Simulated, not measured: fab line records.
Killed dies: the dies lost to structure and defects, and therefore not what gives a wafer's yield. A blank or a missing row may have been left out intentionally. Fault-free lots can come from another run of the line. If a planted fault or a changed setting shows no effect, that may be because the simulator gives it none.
Which of the tools did it?    flow berkeley-cmos170    Sampling: 7 lots, 21 wafers, 2 of 331 route steps

## WHAT THE GAUGES SHOWED, per wafer
UCB170_V1_THK_MEAS_01.
lot   measured      on             V1_TEOS_THK (nm)
L362  day 9 04:40   film-metro-04  1982 2010 2021
L366  day 9 21:51   film-metro-03  1999 2013 2026
L369  day 10 04:43  film-metro-03  1955 1940 2001
L372  day 10 19:50  film-metro-01  2004 2006 2035
L375  day 11 21:32  film-metro-03  1978 1904 1979
L380  day 12 23:39  film-metro-04  1997 2035 2057
L384  day 13 20:50  film-metro-01  1965 1963 1988

## WHAT TOOL EACH LOT RAN ON (gives the tool, then ch and the chambers of the sampled wafers, and finally the start)
lot   UCB170_V1_CVD_00
L362  pecvd-03 ch 0,1, day 9 04:29
L366  pecvd-02 ch 0,1,2, day 9 21:44
L369  pecvd-03 ch 0,1, day 10 04:34
L372  pecvd-02 ch 0,1,2, day 10 19:40
L375  pecvd-03 ch 0,2, day 11 21:22
L380  pecvd-01 ch 0,1, day 12 23:26
L384  pecvd-02 ch 1,2, day 13 20:40
- UCB170_V1_CVD_00: deposits SiO2 from TEOS/O2, target thk 2000 nm, time 250 s.

## THE ANSWER, worked out from the rows above alone
Rule: usual is defined by the lots themselves. Put in order of their means at a reading, lots are off if they are a third of the lots or fewer, leave a main group of 4 or more, and stand apart from it by a gap of 3 or more times the standard deviation of the main group's means; of several such gaps the widest counts. If all means in a main group match to the digits the tables above print for the reading, that group is not used. A lot without any number at a reading at which 4 lots or more have one is off too. Any other lot the step has rows for is counted as sound.
No lot is off at any reading shown: from this, nothing can be told.

## WHAT HAD BEEN PUT IN BY THE SIMULATOR
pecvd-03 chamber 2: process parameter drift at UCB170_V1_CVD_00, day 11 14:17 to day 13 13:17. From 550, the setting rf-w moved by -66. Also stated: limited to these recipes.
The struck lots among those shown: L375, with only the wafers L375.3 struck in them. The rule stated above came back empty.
